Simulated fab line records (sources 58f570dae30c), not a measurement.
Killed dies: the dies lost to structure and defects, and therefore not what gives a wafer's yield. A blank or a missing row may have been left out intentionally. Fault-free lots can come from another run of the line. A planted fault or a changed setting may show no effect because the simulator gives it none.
2 desks looking at one fault -- flow berkeley-cmos170 -- every desk sees just its own numbers, and what lay behind them comes last

AT THE METROLOGY DESK
Means of the sampled wafers that have a number, per lot and without regard to the tool the lot ran on: this is what the gauges read. If a lot's mean is further than 4 standard deviations from the usual mean, the lot is out of limits and carries the mark OUT (the distance appears in the brackets).
Columns: A = V1_TEOS_THK at UCB170_V1_THK_MEAS_01, usual 2030 nm; B = cd-nm at UCB170_M2_CD_MEAS_15, usual 699.9 nm; C = V2_TEOS_THK at UCB170_V2_THK_MEAS_01, usual 2004 nm
lot,first seen here,A,B,C
L942,day 8 11:32,2026,699.5,2022
L943,day 8 12:52,2026,699.5,2026
L945,day 8 19:20,1995,701.6,1982
L944,day 8 20:40,2021,699.4,2030
L948,day 9 14:45,2060,699.0,2011
L949,day 9 16:04,2039,698.7,2000
L950,day 9 23:29,2027,699.3,2710 (+27) OUT
L951,day 10 03:30,2037,701.2,2733 (+28) OUT
L958,day 11 12:03,2058,700.1,2017
L960,day 12 02:13,2033,699.9,1986
L959,day 12 03:32,2041,697.6,1990
L962,day 12 19:08,2012,701.0,2031
L963,day 12 19:08,1997,698.8,1984
L964,day 13 07:47,2007,701.7,2026
This desk's result: L950, L951 out of limits, first on L950 (V2_TEOS_THK at UCB170_V2_THK_MEAS_01), day 10 07:43. Within limits: L942, L943, L945, L944, L948, L949, L958, L960, L959, L962, L963, L964.

TOOL OWNER'S DESK, pecvd-04
The tool's own readings at UCB170_V2_CVD_00 (deposits SiO2 from TEOS/O2, target thk 2000 nm, time 250 s): means of the sampled wafers that have a number, for each lot that ran on this tool. If a lot's mean is further than 4 standard deviations from the usual mean, the lot is out of limits and carries the mark OUT (the distance appears in the brackets).
Columns: A = heater-power-w at UCB170_V2_CVD_00, usual 216 W
lot,first seen here,A
L943,day 8 18:45,196
L945,day 9 00:53,231
L944,day 9 02:31,242
L949,day 9 21:17,226
L950,day 10 07:34,254
L951,day 10 09:26,241
L964,day 13 15:30,262
This desk's finding: nothing out of limits on any of the 7 lots.

PUT TOGETHER
On L950, L951, the metrology desk was in a position to raise an alarm at day 10 07:43.
Nothing out of limits was seen by the tool owner's desk.
Tool owner's desk: L950, L951 on record, inside its limits.
On pecvd-04, each named lot ran UCB170_V2_CVD_00.

WHAT THE SIMULATOR PUT IN
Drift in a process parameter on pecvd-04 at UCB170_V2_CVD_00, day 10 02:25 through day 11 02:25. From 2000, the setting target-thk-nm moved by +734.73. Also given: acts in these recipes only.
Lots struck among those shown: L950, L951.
Delay in hours, fault start to first out-of-limits reading, per desk: metrology desk 5.
